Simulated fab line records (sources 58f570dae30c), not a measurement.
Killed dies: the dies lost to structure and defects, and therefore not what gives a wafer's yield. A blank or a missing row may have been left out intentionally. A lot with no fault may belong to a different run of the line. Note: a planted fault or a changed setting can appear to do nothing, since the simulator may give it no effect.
Struck lot and sound lot, side by side / flow berkeleyCmos170 / 14 steps out of a route of 331
Sound: the wafers L299.3, L299.4, L299.6. The struck wafers were L294.3, L294.5, L294.6. The cause is given at the end.
Order at every step that has rows: each side's tool, ch and its chambers, its first start. Under that, the readings that differ: sound wafers / struck wafers / difference of the means / sigmas: that difference in standard deviations of wafers without a fault.
alike: words and numbers the same on both sides, and readings whose means are apart by under 2 such deviations; not compared: readings that were withheld, readings missing a value for some wafer, numbers with overlapping values and no deviation given by the record, and bounds like >300 which may hide the same value.
A row with sigmas, a row that says differs or no value, or rows on one side alone: a step with any of these is where the two part. When numbers do not overlap yet have no deviation, they are printed without sigmas and do not part them. Lack of a reading on every wafer of one side parts them only where that side has two or more wafers.

first, 1 step without rows for these wafers: UCB170_GATE_DEVELOP_11 (develop time 45 s).
UCB170_GATE_CD_MEAS_12: target cd 350 nm.
  sound: cdSem-01 at day 11 04:01; struck: cdSem-02 at day 10 04:53
  alike: cdNm
UCB170_GATE_OVL_MEAS_13:
  sound: overlay-02 at day 11 04:07; struck: overlay-01 at day 10 04:59
  alike: GATE_OVL
UCB170_GATE_ETCH_14: etches BARC in N2/H2.
  sound on rieDiel-04 ch 1,2,3, day 11 04:08; struck on rieDiel-02 ch 1,2, day 10 05:01
  alike: drypumpMotorCurrentA, oesProductAu, throttleValvePct
UCB170_GATE_ETCH_15: etches poly-Si in HBr/Cl2, stops on SiO2, time 56.3 s, target depth 278.2 nm.
  sound on rieSi-02 ch 0,1,3, day 11 04:11; struck on rieSi-01 ch 0,1,2, day 10 05:03
  alike: drypumpMotorCurrentA, oesProductAu, throttleValvePct
  not compared: rfHoursCounterH
UCB170_GATE_STRIP_16: strips in O2.
  sound on plasmaAsher-04 ch 0,1, day 11 04:16; struck on plasmaAsher-04 ch 0,1, day 10 05:08
  alike: drypumpMotorCurrentA, oesProductAu
  not compared: rfHoursCounterH
UCB170_GATE_CD_MEAS_90: target cd 350 nm.
  sound: cdSem-02 at day 11 04:29; struck: cdSem-02 at day 10 05:16
  alike: cdNm
then, 5 steps without rows for these wafers: UCB170_GATE_CLEAN_17 (cleans in SPM, time 600 s); UCB170_PLDD_HMDS_00 (prime time 60 s); UCB170_PLDD_COAT_01 (resist thk 900 nm); UCB170_PLDD_SOFTBAKE_02 (time 60 s); UCB170_PLDD_EXPOSE_03 (exposes mask PSELECT, target cd 1200 nm).
UCB170_PLDD_PEB_04:
  sound on lithoTrack-04 ch 0, day 11 05:38; struck on lithoTrack-04, day 10 06:29
  no value came back on the struck wafers for chillPlateTempC (C), exhaustPa (Pa); on the sound wafers chillPlateTempC (C) reads 22.89 22.85 22.87
then, 1 step without rows for these wafers: UCB170_PLDD_DEVELOP_05 (develop time 45 s).

== WHERE THEY PART ==
UCB170_PLDD_PEB_04 only, going by this record.

WHY: what had been put in by the simulator
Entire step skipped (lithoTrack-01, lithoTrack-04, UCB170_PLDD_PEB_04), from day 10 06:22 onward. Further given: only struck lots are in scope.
